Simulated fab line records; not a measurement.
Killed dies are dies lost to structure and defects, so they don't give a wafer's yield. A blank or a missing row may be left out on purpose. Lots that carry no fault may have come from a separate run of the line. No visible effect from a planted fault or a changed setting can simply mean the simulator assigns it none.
A sampling plan put to the test | flow berkeley cmos170 | one fab line, 14 faults that these records tell of, each judged on the records of the lots that it struck
Plan = the line's own looks (route steps where a gauge or an inspection reads the wafer without altering it). A look can be judged if struck wafers have a number there and the file gives its usual mean and standard deviation on fault-free wafers. Caught: at a look after the fault's first step, the mean of the struck wafers lies 4 or more of those standard deviations (sigma) from the usual mean. On the tool: the fault's steps, tested the same way using the tool's own readings. Caught also covers a different recipe on the struck wafers, or a record left blank for those wafers only.

== THE FAULTS, as the simulator had put them in ==
1. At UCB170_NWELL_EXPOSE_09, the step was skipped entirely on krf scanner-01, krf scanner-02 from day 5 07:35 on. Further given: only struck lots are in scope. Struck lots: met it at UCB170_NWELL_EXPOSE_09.
2. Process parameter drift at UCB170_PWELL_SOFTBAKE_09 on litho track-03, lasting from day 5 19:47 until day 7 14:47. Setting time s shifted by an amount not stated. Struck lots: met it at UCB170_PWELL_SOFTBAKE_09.
3. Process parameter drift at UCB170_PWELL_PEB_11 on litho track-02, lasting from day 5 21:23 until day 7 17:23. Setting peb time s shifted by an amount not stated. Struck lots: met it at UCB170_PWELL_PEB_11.
4. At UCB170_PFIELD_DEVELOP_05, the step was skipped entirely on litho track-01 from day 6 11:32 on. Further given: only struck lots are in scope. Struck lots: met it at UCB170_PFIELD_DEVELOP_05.
5. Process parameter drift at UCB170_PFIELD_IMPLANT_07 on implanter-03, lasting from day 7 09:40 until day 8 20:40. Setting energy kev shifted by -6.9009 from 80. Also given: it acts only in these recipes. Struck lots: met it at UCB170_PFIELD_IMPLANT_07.
6. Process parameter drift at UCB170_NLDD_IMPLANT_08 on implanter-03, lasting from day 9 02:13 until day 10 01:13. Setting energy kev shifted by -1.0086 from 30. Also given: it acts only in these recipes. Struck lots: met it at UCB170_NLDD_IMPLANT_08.
7. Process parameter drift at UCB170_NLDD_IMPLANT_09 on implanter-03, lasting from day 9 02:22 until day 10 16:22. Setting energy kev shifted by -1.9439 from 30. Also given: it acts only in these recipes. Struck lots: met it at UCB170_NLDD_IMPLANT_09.
8. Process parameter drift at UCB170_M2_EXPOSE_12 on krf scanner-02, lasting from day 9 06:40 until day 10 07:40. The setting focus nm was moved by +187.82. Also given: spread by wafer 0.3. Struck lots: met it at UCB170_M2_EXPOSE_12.
9. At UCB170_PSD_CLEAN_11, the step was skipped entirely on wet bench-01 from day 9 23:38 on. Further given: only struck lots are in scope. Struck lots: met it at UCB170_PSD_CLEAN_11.
10. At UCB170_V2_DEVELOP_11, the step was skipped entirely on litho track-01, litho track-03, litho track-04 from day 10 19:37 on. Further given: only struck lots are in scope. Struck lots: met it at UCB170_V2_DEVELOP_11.
11. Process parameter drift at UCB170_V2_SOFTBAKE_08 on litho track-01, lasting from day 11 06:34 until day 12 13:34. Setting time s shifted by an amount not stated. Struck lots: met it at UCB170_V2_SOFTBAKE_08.
12. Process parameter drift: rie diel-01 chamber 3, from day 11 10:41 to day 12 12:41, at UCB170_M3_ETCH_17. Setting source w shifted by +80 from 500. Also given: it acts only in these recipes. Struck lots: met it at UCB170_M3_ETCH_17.
13. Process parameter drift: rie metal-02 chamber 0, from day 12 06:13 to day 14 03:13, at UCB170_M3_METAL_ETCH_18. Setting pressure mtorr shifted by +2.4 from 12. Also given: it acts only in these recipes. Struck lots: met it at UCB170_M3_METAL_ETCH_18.
14. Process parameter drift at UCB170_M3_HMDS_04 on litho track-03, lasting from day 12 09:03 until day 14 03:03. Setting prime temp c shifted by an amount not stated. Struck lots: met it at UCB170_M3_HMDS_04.

== WHAT THE PLAN SAW ==
fault | on the tool itself                               | first look that catches it                      | reading, sigma | median hours from its first step to that look | hours from the fault's start to the first struck lot there | judged looks passed uncaught
1     | no reading that can be judged                    | no look after it can be judged                  | -              | -                                             | -                                                          | 0
2     | heater power total W +82 sigma                   | none of the 2 looks that can be judged after it | -              | -                                             | -                                                          | 2
3     | heater power total W +99 or beyond sigma         | no look after it can be judged                  | -              | -                                             | -                                                          | 0
4     | the tool's record is blank for the struck wafers | none of the 2 looks that can be judged after it | -              | -                                             | -                                                          | 2
5     | beam energy keV -99 or beyond sigma              | not the one look that can be judged after it    | -              | -                                             | -                                                          | 1
6     | beam energy keV -99 or beyond sigma              | no look after it can be judged                  | -              | -                                             | -                                                          | 0
7     | beam energy keV -99 or beyond sigma              | no look after it can be judged                  | -              | -                                             | -                                                          | 0
8     | exposure dose mJ cm2 -4.8 sigma                  | no look after it can be judged                  | -              | -                                             | -                                                          | 0
9     | the tool's record is blank for the struck wafers | no look after it can be judged                  | -              | -                                             | -                                                          | 0
10    | the tool's record is blank for the struck wafers | no look after it can be judged                  | -              | -                                             | -                                                          | 0
11    | run length s +45 sigma                           | no look after it can be judged                  | -              | -                                             | -                                                          | 0
12    | rf fwd power W +35 sigma                         | no look after it can be judged                  | -              | -                                             | -                                                          | 0
13    | chamber pressure mTorr +99 or beyond sigma       | no look after it can be judged                  | -              | -                                             | -                                                          | 0
14    | prime temp c +21 sigma                           | no look after it can be judged                  | -              | -                                             | -                                                          | 0
Dash: fault not caught, or number not given in these records.

Caught at a look: 0 of 14. Caught on the tool: 13 of 14. By one or the other: 13 of 14.
On the tool alone, faults 2, 3, 4, 5, 6, 7, 8, 9, 10, 11, 12, 13, 14 were caught.
Caught by neither: fault 1.
